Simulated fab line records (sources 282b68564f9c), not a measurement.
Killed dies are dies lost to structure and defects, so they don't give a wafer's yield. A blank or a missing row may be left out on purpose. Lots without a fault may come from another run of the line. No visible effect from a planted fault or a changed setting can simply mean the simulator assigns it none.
Problem report in the 8D (eight disciplines) form, filled by code ; flow rit_cmos ; the parts of the form that need people (team, actions taken, sign-off) are left out

## 1. WHAT IS WRONG
Across 6 wafers from 2 lots, GATE_OXIDE_THK at RIT_GATE_THK_MEAS_07 averages 4.04 nm, while fault-free wafers read 3.00 nm with a standard deviation of 0.054. Relative to the usual mean, that is a shift of +19 standard deviations.
First seen on wafer L982.1, day 5 07:57, on film_metro-01. The record has a number at this step for 42 wafers belonging to 14 lots. Rule for "out", or "out of limits": more than 4 standard deviations from the usual mean. Any other wafer with a number is counted as sound.

## 2. WHAT IT IS, WHAT IT ISN'T
question;is;is not
which readings at this step;GATE_OXIDE_THK;-
which lots;L982, L987;L968, L970, L972, L973, L976, L977, L978, L979, L981, L984, L986, L991
which wafers of those lots;all that have a number;-
read on which gauges;film_metro-01;film_metro-03, film_metro-04
when;from day 5 07:57;"up to then (27 sound wafers); but 9 sound wafers of L984, L986, L991 came after"

## 3. WHAT RULES OUT EACH SUSPECT
Counting: a tool stays on the suspect list if, at a process step up to the reading, it processed all lots that are out and no sound lot following the first of them.
- the gauge at RIT_GATE_THK_MEAS_07: kept. All the wafers that are out were read on film_metro-01, and no step on other tools shows them out.
- furnace-02 at RIT_GATE_OXIDATION_05 (target thk 3 nm, ox time 270 s): kept. Every lot that is out went through it, starting with L982 (day 5 06:38), and after that it ran no sound lot; the last sound lot it ran before then is L978 (day 4 10:11).
Left after counting: furnace-02 at RIT_GATE_OXIDATION_05, film_metro-01 at RIT_GATE_THK_MEAS_07.

## 4. THE CAUSE (what the simulator had put in)
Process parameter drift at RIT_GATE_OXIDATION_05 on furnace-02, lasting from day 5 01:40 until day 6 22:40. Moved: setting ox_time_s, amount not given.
2 suspects survive the count, and this tool is in that group.

## 5. THE CHAIN OF EFFECTS, in route order
One row per reading whose mean, taken over the struck wafers that have a number, lies over 3 standard deviations from the usual. Readings are gone through only where the record gives a usual standard deviation; hours: the median, over the lots, of the time from a lot's start at the first step in this table giving one to that lot's start at this step; sigmas: the change measured in usual standard deviations.
hours;step;reading;usual;on struck wafers;change;sigmas
0;RIT_GATE_THK_MEAS_07;GATE_OXIDE_THK;3.00 nm;4.04;+1.04;+19

## 6. WHAT WOULD HAVE CAUGHT IT SOONER
In this record the first reading out of limits at a measuring or inspecting step was taken at day 5 07:57, 6 hours after the fault began at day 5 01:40.
Tool readings at RIT_GATE_OXIDATION_05 with a usual standard deviation given in the record: none out on any struck wafer, hence no alarm at a limit of 4 standard deviations on them.
Among the 2 lots that are out, L987 began RIT_GATE_OXIDATION_05 on furnace-02 after day 5 07:57. It would have been spared by a hold on the tool at that moment.
